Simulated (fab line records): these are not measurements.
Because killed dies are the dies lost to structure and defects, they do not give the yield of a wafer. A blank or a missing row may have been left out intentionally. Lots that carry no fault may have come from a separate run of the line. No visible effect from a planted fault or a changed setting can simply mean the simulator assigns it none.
Lot-split experiment :: flow berkeley_cmos170 :: 5 lots, 23 wafers read, on a route of 331 steps

SPLIT DETAILS
At UCB170_GATE_COAT_07 (resist thk 900 nm), the setting spin_rpm was moved away from the recipe's 1500 rpm on 6 of the 23 wafers read, by -5.9% to -2.3%. All remaining wafers had this setting at the recipe value.

No step appears in the file between the split and the reading.

THE READING
KrF_of_GATE_COAT_07.thk_nm (the simulator's own value, which no gauge read), in nm, at UCB170_GATE_ETCH_15 (etches poly-Si in HBr/Cl2, stops on SiO2, time 56.3 s, target depth 278.2 nm). No usual value for it is given in the file. The 17 wafers here that ran the recipe average 776.6 nm, standard deviation 3.8 nm.

wafer: L075.1
tool, chamber at the split: litho_track-02, 0
spin_rpm as run, rpm: 1500
against the recipe: recipe
KrF_of_GATE_COAT_07.thk_nm, nm: 778
against lot-mates on the recipe: -

wafer: L075.2
tool, chamber at the split: litho_track-02, 0
spin_rpm as run, rpm: 1500
against the recipe: recipe
KrF_of_GATE_COAT_07.thk_nm, nm: 778.8
against lot-mates on the recipe: -

wafer: L075.3
tool, chamber at the split: litho_track-02, 0
spin_rpm as run, rpm: 1500
against the recipe: recipe
KrF_of_GATE_COAT_07.thk_nm, nm: 777.3
against lot-mates on the recipe: -

wafer: L075.5
tool, chamber at the split: litho_track-02, 0
spin_rpm as run, rpm: 1500
against the recipe: recipe
KrF_of_GATE_COAT_07.thk_nm, nm: 778.4
against lot-mates on the recipe: -

wafer: L075.6
tool, chamber at the split: litho_track-02, 0
spin_rpm as run, rpm: 1500
against the recipe: recipe
KrF_of_GATE_COAT_07.thk_nm, nm: 778.3
against lot-mates on the recipe: -

wafer: L079.1
tool, chamber at the split: litho_track-01, 0
spin_rpm as run, rpm: 1500
against the recipe: recipe
KrF_of_GATE_COAT_07.thk_nm, nm: 770.9
against lot-mates on the recipe: -

wafer: L079.2
tool, chamber at the split: litho_track-01, 0
spin_rpm as run, rpm: 1500
against the recipe: recipe
KrF_of_GATE_COAT_07.thk_nm, nm: 771.9
against lot-mates on the recipe: -

wafer: L079.3
tool, chamber at the split: litho_track-01, 0
spin_rpm as run, rpm: 1465
against the recipe: -2.3%
KrF_of_GATE_COAT_07.thk_nm, nm: 780
against lot-mates on the recipe: +7.3

wafer: L079.5
tool, chamber at the split: litho_track-01, 0
spin_rpm as run, rpm: 1500
against the recipe: recipe
KrF_of_GATE_COAT_07.thk_nm, nm: 775.3
against lot-mates on the recipe: -

wafer: L079.6
tool, chamber at the split: litho_track-01, 0
spin_rpm as run, rpm: 1465
against the recipe: -2.3%
KrF_of_GATE_COAT_07.thk_nm, nm: 786.3
against lot-mates on the recipe: +13.6

wafer: L080.1
tool, chamber at the split: litho_track-01, 0
spin_rpm as run, rpm: 1415
against the recipe: -5.7%
KrF_of_GATE_COAT_07.thk_nm, nm: 796.2
against lot-mates on the recipe: +24.9

wafer: L080.3
tool, chamber at the split: litho_track-01, 0
spin_rpm as run, rpm: 1500
against the recipe: recipe
KrF_of_GATE_COAT_07.thk_nm, nm: 771
against lot-mates on the recipe: -

wafer: L080.4
tool, chamber at the split: litho_track-01, 0
spin_rpm as run, rpm: 1415
against the recipe: -5.7%
KrF_of_GATE_COAT_07.thk_nm, nm: 801.4
against lot-mates on the recipe: +30.1

wafer: L080.5
tool, chamber at the split: litho_track-01, 0
spin_rpm as run, rpm: 1500
against the recipe: recipe
KrF_of_GATE_COAT_07.thk_nm, nm: 772.2
against lot-mates on the recipe: -

wafer: L080.6
tool, chamber at the split: litho_track-01, 0
spin_rpm as run, rpm: 1500
against the recipe: recipe
KrF_of_GATE_COAT_07.thk_nm, nm: 770.7
against lot-mates on the recipe: -

wafer: L082.2
tool, chamber at the split: litho_track-03, 0
spin_rpm as run, rpm: 1500
against the recipe: recipe
KrF_of_GATE_COAT_07.thk_nm, nm: 779.5
against lot-mates on the recipe: -

wafer: L082.3
tool, chamber at the split: litho_track-03, 0
spin_rpm as run, rpm: 1500
against the recipe: recipe
KrF_of_GATE_COAT_07.thk_nm, nm: 776
against lot-mates on the recipe: -

wafer: L082.6
tool, chamber at the split: litho_track-03, 0
spin_rpm as run, rpm: 1500
against the recipe: recipe
KrF_of_GATE_COAT_07.thk_nm, nm: 780.5
against lot-mates on the recipe: -

wafer: L085.1
tool, chamber at the split: litho_track-02, 0
spin_rpm as run, rpm: 1411
against the recipe: -5.9%
KrF_of_GATE_COAT_07.thk_nm, nm: 810.3
against lot-mates on the recipe: +29.1

wafer: L085.2
tool, chamber at the split: litho_track-02, 0
spin_rpm as run, rpm: 1500
against the recipe: recipe
KrF_of_GATE_COAT_07.thk_nm, nm: 780
against lot-mates on the recipe: -

wafer: L085.3
tool, chamber at the split: litho_track-02, 0
spin_rpm as run, rpm: 1411
against the recipe: -5.9%
KrF_of_GATE_COAT_07.thk_nm, nm: 800.5
against lot-mates on the recipe: +19.3

wafer: L085.4
tool, chamber at the split: litho_track-02, 0
spin_rpm as run, rpm: 1500
against the recipe: recipe
KrF_of_GATE_COAT_07.thk_nm, nm: 781.5
against lot-mates on the recipe: -

wafer: L085.5
tool, chamber at the split: litho_track-02, 0
spin_rpm as run, rpm: 1500
against the recipe: recipe
KrF_of_GATE_COAT_07.thk_nm, nm: 782
against lot-mates on the recipe: -

THE FIT
A straight line over all 23 wafers: KrF_of_GATE_COAT_07.thk_nm changes by -4.33 nm for each +1% of spin_rpm; r = -0.92; the points scatter about the line by 4.3 nm.
The same after taking each lot's own level away (the mean of its wafers on the recipe; 23 wafers): -4.45 nm for each +1%; r = -0.97; scatter 2.5 nm.
According to that fit, moving spin_rpm by its largest amount changes the reading by 26 nm.
Across the lots, their own levels run from 771.30 to 781.17 nm, a range of 2.6 times the standard deviation given above.
The two slopes are in agreement: the lot-to-lot level therefore moves the slope only a little.
Check: with one of the wafers moved furthest among these (-5.9%) left out of the fit, the line predicts +25.5 nm for it against its lot-mates. It came out at +29.1 nm against them.

THESE WAFERS: OTHER SPLITS
Note: prior to the reading, these wafers also went through further splits. Each is held against what the fit with the lots' levels taken away leaves over:
other split on the same wafers: UCB170_START_OXIDATION_02 temp_c
wafers away from the commonest value: 15
r with KrF_of_GATE_COAT_07.thk_nm (lot level and that fit taken away): -0.03

other split on the same wafers: UCB170_ZERO_ETCH_06 over_etch_frac
wafers away from the commonest value: 5
r with KrF_of_GATE_COAT_07.thk_nm (lot level and that fit taken away): -0.11

other split on the same wafers: UCB170_NWELL_IMPLANT_14 energy_kev
wafers away from the commonest value: 12
r with KrF_of_GATE_COAT_07.thk_nm (lot level and that fit taken away): -0.06

other split on the same wafers: UCB170_ACTIVE_OXIDATION_02 temp_c
wafers away from the commonest value: 18
r with KrF_of_GATE_COAT_07.thk_nm (lot level and that fit taken away): -0.13

other split on the same wafers: UCB170_FIELD_OXIDATION_01 temp_c
wafers away from the commonest value: 10
r with KrF_of_GATE_COAT_07.thk_nm (lot level and that fit taken away): +0.15

other split on the same wafers: UCB170_SACOX_OXIDATION_01 ox_time_s
wafers away from the commonest value: 18
r with KrF_of_GATE_COAT_07.thk_nm (lot level and that fit taken away): -0.03

other split on the same wafers: UCB170_PVT_IMPLANT_07 dose_cm2
wafers away from the commonest value: 10
r with KrF_of_GATE_COAT_07.thk_nm (lot level and that fit taken away): -0.20

THE WHOLE CHAIN: every reading that the file lists as answering this split, in the file's order
step: UCB170_GATE_COAT_07
what it does: resist thk 900 nm
reading: KrF_of_GATE_COAT_07.thk_nm (the simulator's own value, which no gauge read)
change (the file's fit): -4.61 nm for each +1% of the setting
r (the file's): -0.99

step: UCB170_GATE_ETCH_15
what it does: etches poly-Si in HBr/Cl2, stops on SiO2, time 56.3 s, target depth 278.2 nm
reading: KrF_of_GATE_COAT_07.thk_nm (the simulator's own value, which no gauge read)
change (the file's fit): -4.45 nm for each +1% of the setting
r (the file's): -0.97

THE FILE'S OWN FIT
KrF_of_GATE_COAT_07.thk_nm changes by -4.45 nm for each +1% of spin_rpm, r = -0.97.
